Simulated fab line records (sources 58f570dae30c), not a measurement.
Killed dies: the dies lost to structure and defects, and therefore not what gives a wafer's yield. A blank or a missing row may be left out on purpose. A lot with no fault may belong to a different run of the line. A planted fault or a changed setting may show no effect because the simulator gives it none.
Tool commonality check	flow berkeley-cmos170	14 lots, 42 wafers sampled

## WHAT PROMPTED THE OPENING
UCB170_V1_THK_MEAS_01, reading V1_TEOS_THK: flagged on 2 of 14 lots. Wafers without a fault read 1988 nm, standard deviation 27.
Rule: a lot is flagged when every wafer of it that has a number lies more than 4 standard deviations from that mean, or none has a number. All remaining lots are regarded as sound.

lot	measured	on	V1_TEOS_THK (nm), wafer by wafer	flag
L889	day 8 16:19	film-metro-01	1982 2026 2021	
L892	day 9 02:19	film-metro-01	1983 1947 2000	
L893	day 9 04:26	film-metro-03	1984 1955 1984	
L891	day 9 05:46	film-metro-01	2007 2010 1992	
L890	day 9 05:46	film-metro-03	1958 1942 1987	
L894	day 9 05:47	film-metro-02	1991 2003 2043	
L899	day 10 15:48	film-metro-01	1972 2036 1996	
L900	day 11 00:52	film-metro-02	810 828 803	FLAGGED
L902	day 11 02:11	film-metro-03	1961 1962 1991	
L901	day 11 03:35	film-metro-02	1977 2028 2016	
L903	day 11 05:08	film-metro-03	824 814 845	FLAGGED
L904	day 11 18:12	film-metro-01	1933 1936 1977	
L906	day 12 05:29	film-metro-02	2001 2007 2006	
L909	day 13 10:26	film-metro-02	1971 2000 1989	
The numbers of the flagged lots are 821 nm on average: -1167 nm against the usual, or -43 standard deviations.

## EACH LOT AND THE TOOL IT RAN ON
Before the reading, the record contains 3 process steps out of a 331-step route. Cell contents, in order: the tool; ch with the chambers the sampled wafers went through; the start.
lot	flag	UCB170_CONTACT_STRIP_19	UCB170_M1_ETCH_11	UCB170_V1_CVD_00
L889		plasma-asher-01 ch 0,1, day 8 11:44	rie-diel-01 ch 1,2, day 8 14:24	pecvd-03 ch 1,2, day 8 16:08
L892		plasma-asher-03 ch 0,1, day 8 22:40	rie-diel-03 ch 1,2,3, day 9 00:18	pecvd-03 ch 1,2, day 9 02:10
L893		plasma-asher-03 ch 0,1, day 9 00:26	rie-diel-01 ch 1,2,3, day 9 02:33	pecvd-02 ch 1,2, day 9 04:16
L891		plasma-asher-01 ch 0,1, day 9 00:43	rie-diel-02 ch 0,2,3, day 9 02:42	pecvd-01 ch 0,1,2, day 9 05:37
L890		plasma-asher-04 ch 0,1, day 9 00:53	rie-diel-01 ch 1,2, day 9 02:58	pecvd-03 ch 0,2, day 9 05:37
L894		plasma-asher-01 ch 0,1, day 9 01:09	rie-diel-02 ch 0,1,2, day 9 03:19	pecvd-02 ch 1,2, day 9 05:37
L899		plasma-asher-03 ch 0,1, day 10 09:59	rie-diel-01 ch 0,3, day 10 12:50	pecvd-03 ch 1,2, day 10 15:37
L900	FLAGGED	plasma-asher-01 ch 0,1, day 10 20:32	rie-diel-01 ch 0,1,3, day 10 22:46	pecvd-03 ch 0,1, day 11 00:42
L902		plasma-asher-04 ch 0,1, day 10 20:47	rie-diel-03 ch 0,1,3, day 10 23:10	pecvd-01 ch 1,2, day 11 02:02
L901		plasma-asher-01 ch 0,1, day 10 23:14	rie-diel-02 ch 1,2,3, day 11 01:41	pecvd-02 ch 0,2, day 11 03:25
L903	FLAGGED	plasma-asher-01 ch 0,1, day 10 23:58	rie-diel-03 ch 0,1, day 11 03:07	pecvd-03 ch 0,1,2, day 11 05:02
L904		plasma-asher-01 ch 0, day 11 14:27	rie-diel-03 ch 0,3, day 11 16:19	pecvd-01 ch 0,1, day 11 18:03
L906		plasma-asher-04 ch 0,1, day 12 00:34	rie-diel-02 ch 1,2,3, day 12 02:28	pecvd-02 ch 0,1, day 12 05:19
L909		plasma-asher-01 ch 0,1, day 13 06:37	rie-diel-03 ch 0,1, day 13 08:29	pecvd-01 ch 0,1, day 13 10:13
What is done by these steps:
- UCB170_CONTACT_STRIP_19: strips in O2.
- UCB170_M1_ETCH_11: etches BARC in N2/H2.
- UCB170_V1_CVD_00: deposits SiO2 from TEOS/O2, target thk 2000 nm, time 250 s.
- UCB170_V1_THK_MEAS_01

## FLAGGED AGAINST TOTAL, ONE TOOL AT A TIME (gauges that did the reading follow at the end)
step	tool	lots run	flagged	share of the flagged lots	sound lots run after its first flagged lot
UCB170_CONTACT_STRIP_19	plasma-asher-01	8	2	all	3 (L901,L904,L909)
UCB170_CONTACT_STRIP_19	plasma-asher-03	3	0	none	-
UCB170_CONTACT_STRIP_19	plasma-asher-04	3	0	none	-
UCB170_M1_ETCH_11	rie-diel-01	5	1	some	0
UCB170_M1_ETCH_11	rie-diel-02	4	0	none	-
UCB170_M1_ETCH_11	rie-diel-03	5	1	some	2 (L904,L909)
UCB170_V1_CVD_00	pecvd-01	4	0	none	-
UCB170_V1_CVD_00	pecvd-02	4	0	none	-
UCB170_V1_CVD_00	pecvd-03	6	2	all	0
UCB170_V1_THK_MEAS_01	film-metro-01	5	0	none	-
UCB170_V1_THK_MEAS_01	film-metro-02	5	1	some	3 (L901,L906,L909)
UCB170_V1_THK_MEAS_01	film-metro-03	4	1	some	0

## WHAT THE TABLE ALLOWS
Every flagged lot went through 2 rows of the table: plasma-asher-01 at UCB170_CONTACT_STRIP_19 and pecvd-03 at UCB170_V1_CVD_00.
- plasma-asher-01 at UCB170_CONTACT_STRIP_19 ran 8 lots, 2 of them flagged. Sound lots ran on it after the first flagged one (L901, L904, L909), which a lasting fault on the whole tool wouldn't allow.
- pecvd-03 at UCB170_V1_CVD_00 ran 6 lots, 2 of them flagged. It ran its last sound lot, L899, at day 10 15:37 and its first flagged lot, L900, at day 11 00:42: a fault with its onset between the two fits.
One tool is left: pecvd-03 at UCB170_V1_CVD_00.

## WHAT THE SIMULATOR HAD PUT IN
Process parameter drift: pecvd-03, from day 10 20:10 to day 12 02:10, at UCB170_V1_CVD_00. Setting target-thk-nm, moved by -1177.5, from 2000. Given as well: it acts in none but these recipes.
Struck lots among those shown: L900, L903. This agrees with what the rule above found.
